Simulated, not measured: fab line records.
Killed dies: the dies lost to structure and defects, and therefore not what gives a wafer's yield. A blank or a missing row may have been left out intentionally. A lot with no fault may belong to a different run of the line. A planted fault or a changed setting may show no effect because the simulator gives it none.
Split-lot study | flow berkeley-cmos170 | 5 lots, 23 wafers read, on a route of 331 steps

== THE SPLIT ==
At UCB170_PWELL_OXIDATION_02 (target thk 26.4 nm, ox time 1260 s), the setting temp-c was moved away from the recipe's 1000 C on 5 of the 23 wafers read, by +2.9%. This setting was run at the recipe's value on the other wafers.

The file shows no step between the split and the reading.

== THE READING ==
PWELL_OXIDE_THK at UCB170_PWELL_THK_MEAS_03, in nm. Typical for fault-free wafers on this fab line: 26.3 nm, with standard deviation 0.55 nm.

wafer  | tool, chamber at the split | temp-c as run, C | against the recipe | PWELL_OXIDE_THK, nm | against lot-mates on the recipe
L075.1 | -, -                       | 1000             | recipe             | 26.7                | -
L075.2 | -, -                       | 1000             | recipe             | 26.5                | -
L075.4 | -, -                       | 1000             | recipe             | 26.7                | -
L075.5 | -, -                       | 1000             | recipe             | 26.6                | -
L075.6 | -, -                       | 1000             | recipe             | 26.6                | -
L077.1 | -, -                       | 1029             | +2.9%              | 33.7                | no lot-mate on the recipe
L077.2 | -, -                       | 1029             | +2.9%              | 34.2                | no lot-mate on the recipe
L077.3 | -, -                       | 1029             | +2.9%              | 34.5                | no lot-mate on the recipe
L077.4 | -, -                       | 1029             | +2.9%              | 33.8                | no lot-mate on the recipe
L077.5 | -, -                       | 1029             | +2.9%              | 34.0                | no lot-mate on the recipe
L076.2 | -, -                       | 1000             | recipe             | 25.9                | -
L076.3 | -, -                       | 1000             | recipe             | 26.3                | -
L076.4 | -, -                       | 1000             | recipe             | 26.1                | -
L076.5 | -, -                       | 1000             | recipe             | 26.0                | -
L076.6 | -, -                       | 1000             | recipe             | 26.0                | -
L083.2 | -, -                       | 1000             | recipe             | 26.7                | -
L083.3 | -, -                       | 1000             | recipe             | 26.3                | -
L083.4 | -, -                       | 1000             | recipe             | 26.2                | -
L083.5 | -, -                       | 1000             | recipe             | 26.4                | -
L083.6 | -, -                       | 1000             | recipe             | 26.7                | -
L085.3 | furnace-04, 0              | 1000             | recipe             | 25.6                | -
L085.4 | furnace-04, 0              | 1000             | recipe             | 25.8                | -
L085.5 | furnace-04, 0              | 1000             | recipe             | 25.6                | -

THE FIT
A straight line over all 23 wafers: PWELL_OXIDE_THK changes by +2.68 nm for each +1% of temp-c; r = +0.99; the points scatter about the line by 0.37 nm.
Too few moved wafers with a lot-mate on the recipe to fit a line net of each lot's own level.

== THE WHOLE CHAIN: every reading that the file lists as answering this split, in the file's order ==
step                      | what it does                                                               | reading                                                                            | change (the file's fit)              | r (the file's)
UCB170_PWELL_OXIDATION_02 | target thk 26.4 nm, ox time 1260 s                                         | SiO2_of_PWELL_OXIDATION_02.thk-nm (the simulator's own value, which no gauge read) | +2.67 nm for each +1% of the setting | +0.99
UCB170_PWELL_THK_MEAS_03  |                                                                            | PWELL_OXIDE_THK                                                                    | +2.68 for each +1% of the setting    | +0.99
UCB170_PWELL_ETCH_14      | etches Si3N4 in CH3F/Ar/O2, stops on SiO2, target depth 242 nm, time 151 s | SiO2_of_PWELL_OXIDATION_02.thk-nm (the simulator's own value, which no gauge read) | +2.64 nm for each +1% of the setting | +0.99

== FILE'S OWN FIT ==
PWELL_OXIDE_THK changes by +2.68 nm for each +1% of temp-c, r = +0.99.
